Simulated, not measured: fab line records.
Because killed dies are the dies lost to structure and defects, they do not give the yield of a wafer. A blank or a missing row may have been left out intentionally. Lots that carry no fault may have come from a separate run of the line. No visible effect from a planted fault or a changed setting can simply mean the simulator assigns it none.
Which of the tools did it?	flow rit_cmos	14 lots, 42 wafers sampled, at 2 steps of a route of 202

## WHAT THE GAUGES READ, wafer by wafer
RIT_CONTACT_CD_MEAS_08 targets a cd of 1000 nm.
lot	measured	on	cd_nm (nm)
L789	day 3 07:50	cd_sem-02	1000.6 1000.8 999.7
L790	day 3 14:42	cd_sem-01	996.0 996.8 997.5
L791	day 3 20:59	cd_sem-01	1001.4 1001.9 1000.5
L792	day 4 00:34	cd_sem-01	998.0 997.2 996.7
L793	day 4 03:52	cd_sem-02	1000.7 1001.2 1001.8
L795	day 4 15:23	cd_sem-02	999.3 999.0 997.0
L796	day 4 21:11	cd_sem-02	1001.1 1000.0 998.4
L797	day 5 00:29	cd_sem-01	1000.8 999.4 997.8
L798	day 5 06:04	cd_sem-02	1003.2 1001.9 1002.5
L799	day 5 11:08	cd_sem-01	995.7 995.9 996.8
L800	day 5 20:39	cd_sem-02	998.3 999.6 1001.3
L801	day 5 22:42	cd_sem-01	999.4 999.3 997.8
L808	day 7 08:25	cd_sem-01	1011.6 1010.0 1010.0
L809	day 7 12:31	cd_sem-01	1010.2 1014.8 1013.1

## WHAT TOOL EACH LOT RAN ON (gives the tool, then ch and the chambers of the sampled wafers, and finally the start)
lot	RIT_CONTACT_DEVELOP_07
L789	litho_track-02 ch 0, day 3 07:00
L790	litho_track-02 ch 0, day 3 14:00
L791	litho_track-01 ch 0, day 3 20:00
L792	litho_track-01 ch 0, day 4 00:00
L793	litho_track-02 ch 0, day 4 03:00
L795	litho_track-03 ch 0, day 4 15:00
L796	litho_track-03 ch 0, day 4 21:00
L797	litho_track-01 ch 0, day 5 00:00
L798	litho_track-02 ch 0, day 5 05:00
L799	litho_track-01 ch 0, day 5 10:00
L800	litho_track-02 ch 0, day 5 20:00
L801	litho_track-02 ch 0, day 5 22:00
L808	litho_track-02 ch 0, day 7 08:00
L809	litho_track-02 ch 0, day 7 12:00
- RIT_CONTACT_DEVELOP_07: develop time 120 s.

## WHAT THE TOOLS THEMSELVES READ (means of the sampled wafers that have a number; where no wafer has one, the mark that the record gives instead)
The record holds no such reading with a usual standard deviation.

## THE ANSWER, worked out from the rows above alone
Rule: the lots themselves supply what counts as usual. Put in order of their means at a reading, lots are off if they are a third of the lots or fewer, leave a main group of 4 or more, and stand apart from it by a gap of 3 or more times the standard deviation of the main group's means; of several such gaps the widest counts. The tables above print the reading to a certain number of digits; a main group whose means all agree to those digits is not used. A lot without any number at a reading at which 4 lots or more have one is off too. All remaining lots with rows at the step are treated as sound. First the gauges in route order, then the tools' own readings, where a lot's mean is used as printed above. The first step at which some lot is off is used, and at that step the reading that is off furthest; a lot without a number counts as furthest.
Off at RIT_CONTACT_CD_MEAS_08 (cd_nm): L808, L809. The main group has a mean of 999.3 nm with a standard deviation of 1.9.
A tool fits if, at a process step before that reading, it ran every lot that is off, and no sound lot after the first of them. Gauges at RIT_CONTACT_CD_MEAS_08: tried the same way as those tools. This does not decide it: 2 tools fit, namely litho_track-02 at RIT_CONTACT_DEVELOP_07 and cd_sem-01 at RIT_CONTACT_CD_MEAS_08.

## WHAT WAS PUT IN BY THE SIMULATOR
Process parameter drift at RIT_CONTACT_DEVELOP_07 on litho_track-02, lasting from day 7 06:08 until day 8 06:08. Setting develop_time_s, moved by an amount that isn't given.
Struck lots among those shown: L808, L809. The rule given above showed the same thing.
